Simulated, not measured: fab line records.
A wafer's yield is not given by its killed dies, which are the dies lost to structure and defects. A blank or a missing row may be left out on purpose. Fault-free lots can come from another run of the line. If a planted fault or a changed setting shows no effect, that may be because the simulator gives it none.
Split-lot trial || flow berkeley-cmos170 || 23 wafers read across 5 lots, on a route 331 steps long

THE SPLIT ITSELF
At UCB170_NWELL_CVD_04 (deposits Si3N4 from SiH2Cl2/NH3, target thk 224 nm, time 3360 s), the setting pressure-mtorr was moved away from the recipe's 200 mTorr on 20 of the 23 wafers read, by -8.2% to +14.5%. The other wafers ran this setting at the recipe's value.

Reading taken at the split's own step.

THE READING
Si3N4_of_NWELL_CVD_04.thk-nm (the simulator's own value, which no gauge read), in nm, at UCB170_NWELL_CVD_04 (deposits Si3N4 from SiH2Cl2/NH3, target thk 224 nm, time 3360 s). There is no usual value for it anywhere in the file. Average 227.1 nm, standard deviation 0.37 nm, over the 3 wafers here run with the recipe.

{"wafer": "L074.1", "tool, chamber at the split": "lpcvd-01, 1", "pressure-mtorr as run, mTorr": 200, "against the recipe": "recipe", "Si3N4_of_NWELL_CVD_04.thk-nm, nm": 227.1, "against lot-mates on the recipe": "-"}
{"wafer": "L074.3", "tool, chamber at the split": "lpcvd-01, 1", "pressure-mtorr as run, mTorr": 200, "against the recipe": "recipe", "Si3N4_of_NWELL_CVD_04.thk-nm, nm": 227.5, "against lot-mates on the recipe": "-"}
{"wafer": "L074.4", "tool, chamber at the split": "lpcvd-01, 1", "pressure-mtorr as run, mTorr": 200, "against the recipe": "recipe", "Si3N4_of_NWELL_CVD_04.thk-nm, nm": 226.6, "against lot-mates on the recipe": "-"}
{"wafer": "L075.1", "tool, chamber at the split": "-, -", "pressure-mtorr as run, mTorr": 183.7, "against the recipe": "-8.2%", "Si3N4_of_NWELL_CVD_04.thk-nm, nm": 218.4, "against lot-mates on the recipe": "no lot-mate on the recipe"}
{"wafer": "L075.2", "tool, chamber at the split": "-, -", "pressure-mtorr as run, mTorr": 183.7, "against the recipe": "-8.2%", "Si3N4_of_NWELL_CVD_04.thk-nm, nm": 220.1, "against lot-mates on the recipe": "no lot-mate on the recipe"}
{"wafer": "L075.3", "tool, chamber at the split": "-, -", "pressure-mtorr as run, mTorr": 183.7, "against the recipe": "-8.2%", "Si3N4_of_NWELL_CVD_04.thk-nm, nm": 218.6, "against lot-mates on the recipe": "no lot-mate on the recipe"}
{"wafer": "L075.4", "tool, chamber at the split": "-, -", "pressure-mtorr as run, mTorr": 183.7, "against the recipe": "-8.2%", "Si3N4_of_NWELL_CVD_04.thk-nm, nm": 217.8, "against lot-mates on the recipe": "no lot-mate on the recipe"}
{"wafer": "L075.6", "tool, chamber at the split": "-, -", "pressure-mtorr as run, mTorr": 183.7, "against the recipe": "-8.2%", "Si3N4_of_NWELL_CVD_04.thk-nm, nm": 217.1, "against lot-mates on the recipe": "no lot-mate on the recipe"}
{"wafer": "L079.1", "tool, chamber at the split": "-, -", "pressure-mtorr as run, mTorr": 218.7, "against the recipe": "+9.3%", "Si3N4_of_NWELL_CVD_04.thk-nm, nm": 229.2, "against lot-mates on the recipe": "no lot-mate on the recipe"}
{"wafer": "L079.3", "tool, chamber at the split": "-, -", "pressure-mtorr as run, mTorr": 218.7, "against the recipe": "+9.3%", "Si3N4_of_NWELL_CVD_04.thk-nm, nm": 229.2, "against lot-mates on the recipe": "no lot-mate on the recipe"}
{"wafer": "L079.2", "tool, chamber at the split": "-, -", "pressure-mtorr as run, mTorr": 218.7, "against the recipe": "+9.3%", "Si3N4_of_NWELL_CVD_04.thk-nm, nm": 228.6, "against lot-mates on the recipe": "no lot-mate on the recipe"}
{"wafer": "L079.4", "tool, chamber at the split": "-, -", "pressure-mtorr as run, mTorr": 218.7, "against the recipe": "+9.3%", "Si3N4_of_NWELL_CVD_04.thk-nm, nm": 229.1, "against lot-mates on the recipe": "no lot-mate on the recipe"}
{"wafer": "L079.5", "tool, chamber at the split": "-, -", "pressure-mtorr as run, mTorr": 218.7, "against the recipe": "+9.3%", "Si3N4_of_NWELL_CVD_04.thk-nm, nm": 227.8, "against lot-mates on the recipe": "no lot-mate on the recipe"}
{"wafer": "L081.1", "tool, chamber at the split": "-, -", "pressure-mtorr as run, mTorr": 213.5, "against the recipe": "+6.7%", "Si3N4_of_NWELL_CVD_04.thk-nm, nm": 228.9, "against lot-mates on the recipe": "no lot-mate on the recipe"}
{"wafer": "L081.2", "tool, chamber at the split": "-, -", "pressure-mtorr as run, mTorr": 213.5, "against the recipe": "+6.7%", "Si3N4_of_NWELL_CVD_04.thk-nm, nm": 229.2, "against lot-mates on the recipe": "no lot-mate on the recipe"}
{"wafer": "L081.3", "tool, chamber at the split": "-, -", "pressure-mtorr as run, mTorr": 213.5, "against the recipe": "+6.7%", "Si3N4_of_NWELL_CVD_04.thk-nm, nm": 228.5, "against lot-mates on the recipe": "no lot-mate on the recipe"}
{"wafer": "L081.5", "tool, chamber at the split": "-, -", "pressure-mtorr as run, mTorr": 213.5, "against the recipe": "+6.7%", "Si3N4_of_NWELL_CVD_04.thk-nm, nm": 228.8, "against lot-mates on the recipe": "no lot-mate on the recipe"}
{"wafer": "L081.6", "tool, chamber at the split": "-, -", "pressure-mtorr as run, mTorr": 213.5, "against the recipe": "+6.7%", "Si3N4_of_NWELL_CVD_04.thk-nm, nm": 228, "against lot-mates on the recipe": "no lot-mate on the recipe"}
{"wafer": "L083.1", "tool, chamber at the split": "-, -", "pressure-mtorr as run, mTorr": 229, "against the recipe": "+14.5%", "Si3N4_of_NWELL_CVD_04.thk-nm, nm": 231.5, "against lot-mates on the recipe": "no lot-mate on the recipe"}
{"wafer": "L083.2", "tool, chamber at the split": "-, -", "pressure-mtorr as run, mTorr": 229, "against the recipe": "+14.5%", "Si3N4_of_NWELL_CVD_04.thk-nm, nm": 232.4, "against lot-mates on the recipe": "no lot-mate on the recipe"}
{"wafer": "L083.6", "tool, chamber at the split": "-, -", "pressure-mtorr as run, mTorr": 229, "against the recipe": "+14.5%", "Si3N4_of_NWELL_CVD_04.thk-nm, nm": 232.4, "against lot-mates on the recipe": "no lot-mate on the recipe"}
{"wafer": "L083.3", "tool, chamber at the split": "-, -", "pressure-mtorr as run, mTorr": 229, "against the recipe": "+14.5%", "Si3N4_of_NWELL_CVD_04.thk-nm, nm": 229.9, "against lot-mates on the recipe": "no lot-mate on the recipe"}
{"wafer": "L083.5", "tool, chamber at the split": "-, -", "pressure-mtorr as run, mTorr": 229, "against the recipe": "+14.5%", "Si3N4_of_NWELL_CVD_04.thk-nm, nm": 234.4, "against lot-mates on the recipe": "no lot-mate on the recipe"}

THE FIT
A straight line over all 23 wafers: Si3N4_of_NWELL_CVD_04.thk-nm changes by +0.574 nm for each +1% of pressure-mtorr; r = +0.95; the points scatter about the line by 1.6 nm.
Too few moved wafers with a lot-mate on the recipe to fit a line net of each lot's own level.

THE FILE'S OWN FIT
Si3N4_of_NWELL_CVD_04.thk-nm changes by +0.575 nm for each +1% of pressure-mtorr, r = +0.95.
